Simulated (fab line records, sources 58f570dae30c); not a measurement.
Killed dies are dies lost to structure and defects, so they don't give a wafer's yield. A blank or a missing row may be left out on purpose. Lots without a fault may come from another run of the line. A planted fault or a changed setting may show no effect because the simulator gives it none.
Problem report in the 8D (eight disciplines) form, filled by code | flow berkeley_cmos170 | the parts of the form that need people (team, actions taken, sign-off) are left out

1. THE PROBLEM
PWELL_OXIDE_THK at UCB170_PWELL_THK_MEAS_03 reads a mean of 28.7 nm on 6 wafers of 2 lots; wafers without a fault read 25.6 nm with a standard deviation of 0.63. That is +4.9 standard deviations from the usual mean.
First seen on wafer L158.1, day 5 22:51, on film_metro-02. The record holds 42 wafers of 14 lots with a number at this step. Rule for "out", or "out of limits": more than 4 standard deviations from the usual mean. The other wafers with a number count as sound.

2. WHAT IT IS AND WHAT IT IS NOT
question                    | is                           | is not
which readings at this step | PWELL_OXIDE_THK              | -
which lots                  | L157, L158                   | L143, L144, L145, L146, L148, L149, L150, L151, L162, L164, L165, L166
which wafers of those lots  | all that have a number       | -
read on which gauges        | film_metro-02, film_metro-03 | film_metro-04
when                        | from day 5 22:51             | up to then (24 sound wafers); but 12 sound wafers of L162, L164, L165, L166 came after

3. SUSPECTS, AND WHAT RULES EACH OUT
Counting: a tool at a process step up to the reading stays a suspect if it ran every lot that is out and no sound lot after the first of them.
- the gauge at UCB170_PWELL_THK_MEAS_03: ruled out. The wafers that are out were read on 2 gauges (film_metro-02, film_metro-03).
- furnace-02 at UCB170_PWELL_OXIDATION_02 (target thk 26.4 nm, ox time 1260 s): kept. It ran every lot that is out, first L157 (day 5 21:30), and no sound lot after that; its last sound lot up to then is L150 (day 4 14:43).
Left after counting: furnace-02 at UCB170_PWELL_OXIDATION_02.

4. THE CAUSE (what the simulator had put in)
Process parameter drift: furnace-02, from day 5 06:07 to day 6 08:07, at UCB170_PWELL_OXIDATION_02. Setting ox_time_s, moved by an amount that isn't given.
Counting left only this tool.

5. THE CHAIN OF EFFECTS, in route order
Each row: a reading whose mean over the struck wafers that have a number lies more than 3 standard deviations from the usual. Only readings for which the record gives a usual standard deviation are gone through. hours: the time from each lot's start at the first step in this table that gives one to its start at this step, as a median over the lots. sigmas: the change in usual standard deviations.
hours | step                     | reading         | usual   | on struck wafers | change | sigmas
0     | UCB170_PWELL_THK_MEAS_03 | PWELL_OXIDE_THK | 25.6 nm | 28.7             | +3.1   | +4.9

6. WHAT WOULD HAVE CAUGHT IT SOONER
In this record the first reading out of limits at a measuring or inspecting step was taken at day 5 22:51, 17 hours after the fault began at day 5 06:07.
All the lots that are out (2) had begun UCB170_PWELL_OXIDATION_02 on furnace-02 by day 5 22:51. A hold on the tool at that time would have spared none of them.
